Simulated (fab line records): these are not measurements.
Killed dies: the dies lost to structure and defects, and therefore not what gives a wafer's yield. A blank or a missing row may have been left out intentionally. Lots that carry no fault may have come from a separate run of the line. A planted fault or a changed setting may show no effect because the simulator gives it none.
What tool caused it? + flow rit cmos + 14 lots (42 wafers sampled), 1 step of a 202-step route

WHAT THE GAUGES READ, wafer by wafer
The record lacks any reading of a measuring or inspecting step that a usual standard deviation could be used to judge.

EACH LOT AND THE TOOL THAT RAN IT (in order: tool; ch and the chambers of the sampled wafers; start)
| lot  | RIT_M1_PEB_07                    |
|------|----------------------------------|
| L835 | litho track-03 ch 0, day 3 16:02 |
| L836 | litho track-02 ch 0, day 3 20:44 |
| L837 | litho track-02, day 4 00:17      |
| L838 | litho track-04, day 4 04:02      |
| L840 | litho track-02 ch 0, day 4 16:40 |
| L842 | litho track-02 ch 0, day 4 23:42 |
| L847 | litho track-04 ch 0, day 5 23:56 |
| L848 | litho track-03 ch 0, day 6 05:09 |
| L850 | litho track-03 ch 0, day 6 16:16 |
| L851 | litho track-02 ch 0, day 6 19:28 |
| L852 | litho track-02 ch 0, day 6 23:29 |
| L854 | litho track-04 ch 0, day 7 11:04 |
| L856 | litho track-04 ch 0, day 7 20:27 |
| L857 | litho track-04 ch 0, day 8 01:53 |
- RIT_M1_PEB_07

AS READ BY THE TOOLS THEMSELVES (means over the sampled wafers that have a number; for cases with no such wafer, the mark the record gives instead)
RIT_M1_PEB_07.
| lot  | tool           | exhaust pa (Pa) |
|------|----------------|-----------------|
| L835 | litho track-03 | 44.8            |
| L836 | litho track-02 | 44.8            |
| L837 | litho track-02 | -               |
| L838 | litho track-04 | -               |
| L840 | litho track-02 | 45.5            |
| L842 | litho track-02 | 45.2            |
| L847 | litho track-04 | 44.4            |
| L848 | litho track-03 | 45.0            |
| L850 | litho track-03 | 46.6            |
| L851 | litho track-02 | 44.3            |
| L852 | litho track-02 | 45.2            |
| L854 | litho track-04 | 45.4            |
| L856 | litho track-04 | 46.2            |
| L857 | litho track-04 | 45.6            |

THE ANSWER, worked out from the rows above alone
Rule: what is usual is taken from the lots themselves. Put in order of their means at a reading, lots are off if they are a third of the lots or fewer, leave a main group of 4 or more, and stand apart from it by a gap of 3 or more times the standard deviation of the main group's means; of several such gaps the widest counts. If all means in a main group match to the digits the tables above print for the reading, that group is not used. A lot without any number at a reading at which 4 lots or more have one is off too. All remaining lots with rows at the step are treated as sound. After the gauges, taken in route order, come the tools' own readings; for these a lot's mean is taken, as printed above. The first step at which some lot is off is used, and at that step the reading that is off furthest; a lot without a number counts as furthest.
Off: L837, L838 (RIT_M1_PEB_07, exhaust pa). Without a number there: L837, L838. For the main group the mean is 45.2 Pa and the standard deviation 0.65.
A tool fits if, at that step or a process step before it, it ran every lot that is off, and no sound lot after the first of them. No candidate that was tried fits.

WHAT THE SIMULATOR PUT IN
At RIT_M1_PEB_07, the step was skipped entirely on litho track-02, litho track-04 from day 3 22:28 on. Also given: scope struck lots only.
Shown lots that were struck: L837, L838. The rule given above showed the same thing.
